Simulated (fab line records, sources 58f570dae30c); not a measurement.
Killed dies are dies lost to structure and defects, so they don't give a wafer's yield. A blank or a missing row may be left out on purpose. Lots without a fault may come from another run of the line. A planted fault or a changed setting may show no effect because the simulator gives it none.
Split-lot experiment | flow berkeley_cmos170 | 5 lots, 23 wafers read, on a route of 331 steps

THE SPLIT
At UCB170_ACTIVE_COAT_08 (resist thk 900 nm), the setting resist_thk_nm was moved away from the recipe's 900 nm on 7 of the 23 wafers read, by -5.4% to +5.2%. The other wafers ran this setting at the recipe's value.

The file shows no step between the split and the reading.

THE READING
KrF_of_ACTIVE_COAT_08.thk_nm (the simulator's own value, which no gauge read), in nm, at UCB170_ACTIVE_ETCH_15 (etches Si3N4 in CH3F/Ar/O2, stops on SiO2, target depth 242 nm, time 151 s). The file gives no usual value for it. The 16 wafers here that ran the recipe average 725.3 nm, standard deviation 4.8 nm.

wafer  | tool, chamber at the split | resist_thk_nm as run, nm | against the recipe | KrF_of_ACTIVE_COAT_08.thk_nm, nm | against lot-mates on the recipe
L074.1 | litho_track-04, 0          | 946.9                    | +5.2%              | 758.8                            | +31.1
L074.2 | litho_track-04, 0          | 900                      | recipe             | 729.2                            | -
L074.3 | litho_track-04, 0          | 900                      | recipe             | 726.2                            | -
L074.4 | litho_track-04, 0          | 946.9                    | +5.2%              | 774.3                            | +46.6
L074.6 | litho_track-04, 0          | 946.9                    | +5.2%              | 774.1                            | +46.4
L076.2 | litho_track-03, 0          | 900                      | recipe             | 731.4                            | -
L076.3 | litho_track-03, 0          | 900                      | recipe             | 729.9                            | -
L076.5 | litho_track-03, 0          | 900                      | recipe             | 720.9                            | -
L079.1 | litho_track-02, 0          | 879.9                    | -2.2%              | 696.7                            | -24.8
L079.2 | litho_track-02, 0          | 879.9                    | -2.2%              | 698.3                            | -23.2
L079.3 | litho_track-02, 0          | 900                      | recipe             | 722.4                            | -
L079.5 | litho_track-02, 0          | 900                      | recipe             | 720.4                            | -
L079.6 | litho_track-02, 0          | 900                      | recipe             | 721.8                            | -
L078.1 | litho_track-04, 0          | 851.8                    | -5.4%              | 673.7                            | -55.3
L078.3 | litho_track-04, 0          | 900                      | recipe             | 731.9                            | -
L078.4 | litho_track-04, 0          | 900                      | recipe             | 729.9                            | -
L078.5 | litho_track-04, 0          | 900                      | recipe             | 725.1                            | -
L078.6 | litho_track-04, 0          | 851.8                    | -5.4%              | 666.1                            | -62.9
L080.1 | litho_track-03, 0          | 900                      | recipe             | 720.2                            | -
L080.3 | litho_track-03, 0          | 900                      | recipe             | 727.7                            | -
L080.4 | litho_track-03, 0          | 900                      | recipe             | 714.3                            | -
L080.5 | litho_track-03, 0          | 900                      | recipe             | 726.9                            | -
L080.6 | litho_track-03, 0          | 900                      | recipe             | 727.1                            | -

THE FIT
A straight line over all 23 wafers: KrF_of_ACTIVE_COAT_08.thk_nm changes by +9.43 nm for each +1% of resist_thk_nm; r = +0.97; the points scatter about the line by 5.8 nm.
The same after taking each lot's own level away (the mean of its wafers on the recipe; 23 wafers): +9.33 nm for each +1%; r = +0.98; scatter 5.7 nm.
On that fit, the largest move of resist_thk_nm shifts the reading by 50 nm.
The lots' own levels span 721.53 to 728.97 nm, that is 1.6 times the standard deviation above.
So the lot-to-lot level changes the slope little: the two slopes agree.
Check: with one of the wafers moved furthest among these (-5.4%) left out of the fit, the line predicts -50.9 nm for it against its lot-mates. It came out at -55.3 nm against them.

OTHER SPLITS ON THESE WAFERS
These wafers also went through other splits before the reading. Each is held against what the fit with the lots' levels taken away leaves over:
other split on the same wafers      | wafers away from the commonest value | r with KrF_of_ACTIVE_COAT_08.thk_nm (lot level and that fit taken away)
UCB170_START_OXIDATION_02 ox_time_s | 15                                   | +0.00
UCB170_ZERO_STRIP_07 o2_flow_sccm   | 7                                    | -0.08
UCB170_NWELL_OXIDATION_01 temp_c    | 18                                   | -0.08
UCB170_PWELL_CVD_05 pressure_mtorr  | 15                                   | -0.11
UCB170_PWELL_ETCH_14 time_s         | 7                                    | -0.07

THE WHOLE CHAIN: every reading that the file lists as answering this split, in the file's order
step                   | what it does                                                               | reading                                                                       | change (the file's fit)              | r (the file's)
UCB170_ACTIVE_COAT_08  | resist thk 900 nm                                                          | KrF_of_ACTIVE_COAT_08.thk_nm (the simulator's own value, which no gauge read) | +8.62 nm for each +1% of the setting | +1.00
UCB170_ACTIVE_ETCH_15  | etches Si3N4 in CH3F/Ar/O2, stops on SiO2, target depth 242 nm, time 151 s | KrF_of_ACTIVE_COAT_08.thk_nm (the simulator's own value, which no gauge read) | +9.62 nm for each +1% of the setting | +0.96
UCB170_ACTIVE_STRIP_16 | strips in O2                                                               | strip_time_to_endpoint_s                                                      | withheld for each +1% of the setting | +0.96

THE FILE'S OWN FIT
KrF_of_ACTIVE_COAT_08.thk_nm changes by +9.62 nm for each +1% of resist_thk_nm, r = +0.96.
